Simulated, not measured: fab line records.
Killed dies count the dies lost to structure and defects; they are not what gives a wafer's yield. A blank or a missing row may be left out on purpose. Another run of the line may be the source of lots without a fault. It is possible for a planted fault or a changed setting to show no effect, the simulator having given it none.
Split-lot trial ; flow berkeleyCmos170 ; 5 lots, 23 wafers read, on a route of 331 steps

== ABOUT THE SPLIT ==
At UCB170_PFIELD_IMPLANT_07, the setting doseCm2 was moved away from the recipe's 2e+13 on 7 of the 23 wafers read, by -5.4% to +7.2%. This setting was run at the recipe's value on the other wafers.

== FROM THE SPLIT ON TO THE READING: in between, the file shows 1 step ==
- UCB170_PFIELD_STRIP_08: strips in O2

== THE READING ==
PFIELD_TW, at UCB170_PFIELD_TW_MEAS_09. Fault-free wafers of this fab line usually give 603.4, standard deviation 2.7.

wafer;tool, chamber at the split;doseCm2 as run;against the recipe;PFIELD_TW;against lot-mates on the recipe
L074.1;implanter-04, 0;2e+13;recipe;610.5;-
L074.2;implanter-04, 0;2e+13;recipe;605.3;-
L074.3;implanter-04, 0;2e+13;recipe;608.0;-
L074.5;implanter-04, 0;2.116e+13;+5.8%;620.4;+12.5
L074.6;implanter-04, 0;2.116e+13;+5.8%;619.5;+11.6
L077.2;implanter-01, 0;2e+13;recipe;608.7;-
L077.3;implanter-01, 0;2e+13;recipe;600.7;-
L077.4;implanter-01, 0;2e+13;recipe;602.2;-
L077.5;implanter-01, 0;2e+13;recipe;602.0;-
L077.6;implanter-01, 0;2e+13;recipe;600.2;-
L075.2;implanter-01, 0;2e+13;recipe;602.5;-
L075.3;implanter-01, 0;2e+13;recipe;602.1;-
L075.5;implanter-01, 0;2e+13;recipe;597.9;-
L084.1;implanter-01, 0;2e+13;recipe;607.7;-
L084.2;implanter-01, 0;2.144e+13;+7.2%;617.4;+10.4
L084.3;implanter-01, 0;2.144e+13;+7.2%;618.6;+11.6
L084.4;implanter-01, 0;2.144e+13;+7.2%;618.2;+11.2
L084.6;implanter-01, 0;2e+13;recipe;606.3;-
L085.1;implanter-04, 0;1.892e+13;-5.4%;594.0;-7.1
L085.2;implanter-04, 0;2e+13;recipe;602.0;-
L085.3;implanter-04, 0;2e+13;recipe;600.7;-
L085.5;implanter-04, 0;1.892e+13;-5.4%;592.0;-9.1
L085.6;implanter-04, 0;2e+13;recipe;600.7;-

FIT RESULTS
A straight line over all 23 wafers: PFIELD_TW changes by +2.17 for each +1% of doseCm2; r = +0.92; the points scatter about the line by 3.4.
The same after taking each lot's own level away (the mean of its wafers on the recipe; 23 wafers): +1.64 for each +1%; r = +0.94; scatter 2.1.
On that fit, the largest move of doseCm2 shifts the reading by 12.
Across the lots, their own levels run from 600.83 to 607.93, a range of 2.6 times the standard deviation given above.
So the slope is not independent of the lot-to-lot level: the two fits are not the same.
Check: with one of the wafers moved furthest among these (+7.2%) left out of the fit, the line predicts +12.4 for it against its lot-mates. Against them it came out at +10.4.

== OTHER SPLITS ON THESE WAFERS ==
Before the reading, these wafers also passed through other splits. Each is held against what the fit with the lots' levels taken away leaves over:
other split on the same wafers;wafers away from the commonest value;r with PFIELD_TW (lot level and that fit taken away)
UCB170_START_OXIDATION_02 oxTimeS;10;+0.05
UCB170_NWELL_COAT_07 resistThkNm;10;-0.32
UCB170_NWELL_IMPLANT_14 doseCm2;7;-0.13
UCB170_ACTIVE_CVD_05 timeS;15;+0.13
UCB170_ACTIVE_DEVELOP_12 devTempC;12;+0.27

== FILE'S OWN FIT ==
PFIELD_TW changes by +1.69 for each +1% of doseCm2, r = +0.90.
